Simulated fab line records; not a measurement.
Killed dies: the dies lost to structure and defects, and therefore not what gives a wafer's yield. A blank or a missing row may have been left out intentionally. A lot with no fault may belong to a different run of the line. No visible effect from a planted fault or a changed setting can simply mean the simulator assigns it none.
The tool behind it: which one? | flow berkeley-cmos170 | 14 lots with 42 wafers sampled at 3 steps, on a route of 331 steps

== WHAT EACH GAUGE READ, for each wafer ==
UCB170_START_THK_MEAS_03.
lot  | measured    | on            | START_OXIDE_THK (nm)
L745 | day 1 14:06 | film-metro-03 | 19.5 19.8 19.6
L746 | day 1 20:03 | film-metro-02 | 19.8 20.1 20.0
L747 | day 2 02:19 | film-metro-04 | 19.6 19.6 19.7
L748 | day 2 07:25 | film-metro-03 | 19.6 19.8 19.8
L750 | day 2 13:37 | film-metro-02 | 19.6 20.1 19.6
L751 | day 2 22:56 | film-metro-03 | 20.2 20.3 20.0
L752 | day 2 22:56 | film-metro-04 | 19.8 20.1 19.8
L753 | day 3 07:22 | film-metro-02 | 19.9 19.7 19.7
L758 | day 4 09:35 | film-metro-03 | 20.7 20.2 20.5
L762 | day 5 00:53 | film-metro-02 | 20.4 20.0 20.8
L761 | day 5 00:54 | film-metro-03 | 20.5 20.7 20.4
L763 | day 5 11:05 | film-metro-03 | 20.2 20.2 20.1
L765 | day 5 20:59 | film-metro-04 | 19.4 19.7 19.6
L768 | day 6 06:50 | film-metro-02 | 19.9 20.0 20.0

UCB170_NLDD_OVL_MEAS_07.
lot  | measured     | on         | NLDD_OVL (nm)
L745 | day 6 22:00  | overlay-01 | 3 9 1
L746 | day 7 23:11  | overlay-02 | -1 -3 -2
L747 | day 8 14:41  | overlay-02 | 5 3 1
L748 | day 8 14:14  | overlay-01 | -5 -2 0
L750 | day 8 15:10  | overlay-02 | -10 -5 -7
L751 | day 8 23:52  | overlay-01 | 3 -9 2
L752 | day 8 22:52  | overlay-02 | -9 -11 -9
L753 | day 8 23:35  | overlay-02 | 13 5 5
L758 | day 10 09:12 | overlay-02 | -10 -1 2
L762 | day 10 21:51 | overlay-02 | -3 -10 0
L761 | day 10 21:35 | overlay-01 | 4 -8 0
L763 | day 11 13:29 | overlay-01 | -2 -7 -3
L765 | day 11 12:45 | overlay-01 | -3 -2 -4
L768 | day 12 04:57 | overlay-01 | -9 3 -5

== TOOL THAT RAN EACH LOT (tool first, then ch and the chambers of the sampled wafers, then the start) ==
lot  | UCB170_NVT_IMPLANT_07
L745 | implanter-04 ch 0, day 6 01:31
L746 | implanter-03 ch 0, day 6 19:40
L747 | implanter-02 ch 0, day 7 14:29
L748 | implanter-04 ch 0, day 7 14:28
L750 | implanter-02 ch 0, day 7 20:17
L751 | implanter-04 ch 0, day 8 00:59
L752 | implanter-02 ch 0, day 8 01:05
L753 | implanter-04 ch 0, day 8 01:15
L758 | implanter-02 ch 0, day 9 10:04
L762 | implanter-03 ch 0, day 10 00:13
L761 | implanter-02 ch 0, day 10 00:21
L763 | implanter-04 ch 0, day 10 15:02
L765 | implanter-03 ch 0, day 10 15:05
L768 | implanter-03 ch 0, day 11 03:59
- UCB170_NVT_IMPLANT_07

== WHAT THE TOOLS THEMSELVES READ (means of the sampled wafers that have a number; where no wafer has one, the mark that the record gives instead) ==
UCB170_NVT_IMPLANT_07.
lot  | tool         | beam-energy-keV | end-station-pressure-torr (Torr)
L745 | implanter-04 | 50.012          | 4.99e-06
L746 | implanter-03 | 49.989          | 5.04e-06
L747 | implanter-02 | 49.997          | 4.98e-06
L748 | implanter-04 | 49.990          | 5.13e-06
L750 | implanter-02 | 50.005          | 5.20e-06
L751 | implanter-04 | 49.990          | 4.98e-06
L752 | implanter-02 | 49.988          | 4.93e-06
L753 | implanter-04 | 49.981          | 5.03e-06
L758 | implanter-02 | 51.667          | 4.98e-06
L762 | implanter-03 | 50.005          | 5.11e-06
L761 | implanter-02 | 51.631          | 5.00e-06
L763 | implanter-04 | 49.998          | 4.84e-06
L765 | implanter-03 | 49.998          | 4.96e-06
L768 | implanter-03 | 50.012          | 4.93e-06

== THE ANSWER, worked out from the rows above alone ==
Rule: the lots themselves supply what counts as usual. The widest of any qualifying gaps counts: lots, ordered by their means at a reading, are off when they make up no more than a third of the lots, leave a main group of 4 or more, and stand apart from it by 3 or more times the standard deviation of that group's means. A main group is skipped when, at the precision printed for the reading in the tables above, its means are all equal. Also off: a lot with no number at a reading for which 4 or more lots have one. The other lots that the step has rows for count as sound. After the gauges, taken in route order, come the tools' own readings; for these a lot's mean is taken, as printed above. At the first step where some lot is off, the reading lying furthest off is the one used; lots without a number count as furthest.
Off at UCB170_NVT_IMPLANT_07 (beam-energy-keV): L758, L761. The main group: mean 49.997, standard deviation 0.0095.
If a tool, at that step or one of the process steps before it, ran each lot that is off and ran no sound lot following the first of them, it fits. One candidate fits, namely implanter-02 at UCB170_NVT_IMPLANT_07. Its last sound lot is L752 (day 8 01:05), its first lot that is off L758 (day 9 10:04): a fault that began between those two fits.
The tool's own readings at UCB170_NVT_IMPLANT_07 bear it out: on the lots that are off they differ by more than 5 times the standard deviation of the sound lots' means. beam-energy-keV reads 51.649 there against 49.997 on the sound lots.

== WHAT WAS PUT IN BY THE SIMULATOR ==
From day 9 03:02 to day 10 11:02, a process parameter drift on implanter-02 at UCB170_NVT_IMPLANT_07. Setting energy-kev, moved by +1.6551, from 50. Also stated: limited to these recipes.
Lots struck among those shown: L758, L761. This agrees with what the rule above found.
